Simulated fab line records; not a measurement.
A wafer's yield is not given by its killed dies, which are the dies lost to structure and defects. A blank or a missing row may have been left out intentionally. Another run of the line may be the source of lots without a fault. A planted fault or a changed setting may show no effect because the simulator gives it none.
Split-lot trial / flow rit cmos / 5 lots, 23 wafers read, on a route of 202 steps

THE SPLIT
At RIT_M1_EXPOSE_06 (exposes mask M12, target cd 2600 nm), the setting dose mj was moved away from the recipe's 250 on 6 of the 23 wafers read, by -3.4% to +4.1%. The other wafers ran this setting at the recipe's value.

FROM THE SPLIT TO THE READING: what the file shows between them, 6 steps
- RIT_M1_PEB_07
- RIT_M1_DEVELOP_08: develop time 68 s
- RIT_M1_CD_MEAS_09: target cd 2600 nm
- RIT_M1_METAL_ETCH_12: etches Al in Cl2/BCl3, stops on SiO2, time 165 s, target depth 600 nm (also split here: rf w)
- RIT_M1_STRIP_13: strips in nmp, time 600 s
- RIT_M1_STRIP_14: strips in O2, time 180 s

THE READING
At RIT_M1_CD_MEAS_90: cd nm in nanometres, against a target cd of 2600 nm. On this fab line, fault-free wafers typically give 2601 nm with a standard deviation of 3 nm.

wafer=L074.1; tool, chamber at the split=iline stepper-01, 0; dose mj as run=241.4; against the recipe=-3.4%; cd nm, nm=2613; against lot-mates on the recipe=+11
wafer=L074.3; tool, chamber at the split=iline stepper-01, 0; dose mj as run=250; against the recipe=recipe; cd nm, nm=2603; against lot-mates on the recipe=-
wafer=L074.4; tool, chamber at the split=iline stepper-01, 0; dose mj as run=241.4; against the recipe=-3.4%; cd nm, nm=2610; against lot-mates on the recipe=+8
wafer=L074.5; tool, chamber at the split=iline stepper-01, 0; dose mj as run=250; against the recipe=recipe; cd nm, nm=2601; against lot-mates on the recipe=-
wafer=L074.6; tool, chamber at the split=iline stepper-01, 0; dose mj as run=250; against the recipe=recipe; cd nm, nm=2602; against lot-mates on the recipe=-
wafer=L077.1; tool, chamber at the split=iline stepper-01, 0; dose mj as run=250; against the recipe=recipe; cd nm, nm=2594; against lot-mates on the recipe=-
wafer=L077.2; tool, chamber at the split=iline stepper-01, 0; dose mj as run=250; against the recipe=recipe; cd nm, nm=2595; against lot-mates on the recipe=-
wafer=L077.3; tool, chamber at the split=iline stepper-01, 0; dose mj as run=250; against the recipe=recipe; cd nm, nm=2598; against lot-mates on the recipe=-
wafer=L077.4; tool, chamber at the split=iline stepper-01, 0; dose mj as run=250; against the recipe=recipe; cd nm, nm=2593; against lot-mates on the recipe=-
wafer=L077.5; tool, chamber at the split=iline stepper-01, 0; dose mj as run=250; against the recipe=recipe; cd nm, nm=2594; against lot-mates on the recipe=-
wafer=L082.1; tool, chamber at the split=iline stepper-01, 0; dose mj as run=255.5; against the recipe=+2.2%; cd nm, nm=2596; against lot-mates on the recipe=-4
wafer=L082.2; tool, chamber at the split=iline stepper-01, 0; dose mj as run=250; against the recipe=recipe; cd nm, nm=2600; against lot-mates on the recipe=-
wafer=L082.3; tool, chamber at the split=iline stepper-01, 0; dose mj as run=255.5; against the recipe=+2.2%; cd nm, nm=2596; against lot-mates on the recipe=-4
wafer=L082.4; tool, chamber at the split=iline stepper-01, 0; dose mj as run=250; against the recipe=recipe; cd nm, nm=2601; against lot-mates on the recipe=-
wafer=L082.6; tool, chamber at the split=iline stepper-01, 0; dose mj as run=250; against the recipe=recipe; cd nm, nm=2599; against lot-mates on the recipe=-
wafer=L083.1; tool, chamber at the split=iline stepper-01, 0; dose mj as run=250; against the recipe=recipe; cd nm, nm=2598; against lot-mates on the recipe=-
wafer=L083.5; tool, chamber at the split=iline stepper-01, 0; dose mj as run=250; against the recipe=recipe; cd nm, nm=2597; against lot-mates on the recipe=-
wafer=L083.6; tool, chamber at the split=iline stepper-01, 0; dose mj as run=250; against the recipe=recipe; cd nm, nm=2598; against lot-mates on the recipe=-
wafer=L085.1; tool, chamber at the split=iline stepper-02, 0; dose mj as run=260.3; against the recipe=+4.1%; cd nm, nm=2588; against lot-mates on the recipe=-12
wafer=L085.2; tool, chamber at the split=iline stepper-02, 0; dose mj as run=250; against the recipe=recipe; cd nm, nm=2601; against lot-mates on the recipe=-
wafer=L085.3; tool, chamber at the split=iline stepper-02, 0; dose mj as run=250; against the recipe=recipe; cd nm, nm=2597; against lot-mates on the recipe=-
wafer=L085.4; tool, chamber at the split=iline stepper-02, 0; dose mj as run=250; against the recipe=recipe; cd nm, nm=2601; against lot-mates on the recipe=-
wafer=L085.5; tool, chamber at the split=iline stepper-02, 0; dose mj as run=260.3; against the recipe=+4.1%; cd nm, nm=2586; against lot-mates on the recipe=-14

THE FIT
A straight line over all 23 wafers: cd nm changes by -2.95 nm for each +1% of dose mj; r = -0.86; the points scatter about the line by 3.1 nm.
The same after taking each lot's own level away (the mean of its wafers on the recipe; 23 wafers): -2.79 nm for each +1%; r = -0.96; scatter 1.5 nm.
The reading moves by 11 nm for the largest change in dose mj, on that fit.
Across the lots, their own levels run from 2594.8 to 2602.0 nm, a range of 2.4 times the standard deviation given above.
The two slopes agree, so the slope changes little with the lot-to-lot level.
Check: with one of the wafers moved furthest among these (+4.1%) left out of the fit, the line predicts -11.3 nm for it against its lot-mates. Against them it came out at -11.7 nm.

THESE WAFERS: OTHER SPLITS
Other splits were also applied to these wafers ahead of the reading. Each is held against what the fit with the lots' levels taken away leaves over:
other split on the same wafers=RIT_NLDD_COAT_01 resist thk nm; wafers away from the commonest value=10; r with cd nm (lot level and that fit taken away)=-0.18
other split on the same wafers=RIT_PLDD_COAT_01 spin rpm; wafers away from the commonest value=9; r with cd nm (lot level and that fit taken away)=+0.14
other split on the same wafers=RIT_PLDD_IMPLANT_08 energy kev; wafers away from the commonest value=7; r with cd nm (lot level and that fit taken away)=+0.35
other split on the same wafers=RIT_SPACER_ETCHBACK_05 time s; wafers away from the commonest value=8; r with cd nm (lot level and that fit taken away)=+0.34
other split on the same wafers=RIT_NSD_IMPLANT_08 dose cm2; wafers away from the commonest value=5; r with cd nm (lot level and that fit taken away)=+0.32
other split on the same wafers=RIT_CONTACT_DEVELOP_07 develop time s; wafers away from the commonest value=8; r with cd nm (lot level and that fit taken away)=-0.19
other split on the same wafers=RIT_M1_METAL_ETCH_12 rf w; wafers away from the commonest value=7; r with cd nm (lot level and that fit taken away)=-0.48

THE WHOLE CHAIN: every reading that the file lists as answering this split, in the file's order
step=RIT_M1_CD_MEAS_09; what it does=target cd 2600 nm; reading=cd nm; change (the file's fit)=-2.76 nm for each +1% of the setting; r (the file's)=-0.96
step=RIT_M1_CD_MEAS_90; what it does=target cd 2600 nm; reading=cd nm; change (the file's fit)=-2.76 nm for each +1% of the setting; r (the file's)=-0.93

FILE'S OWN FIT
cd nm changes by -2.76 nm for each +1% of dose mj, r = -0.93.
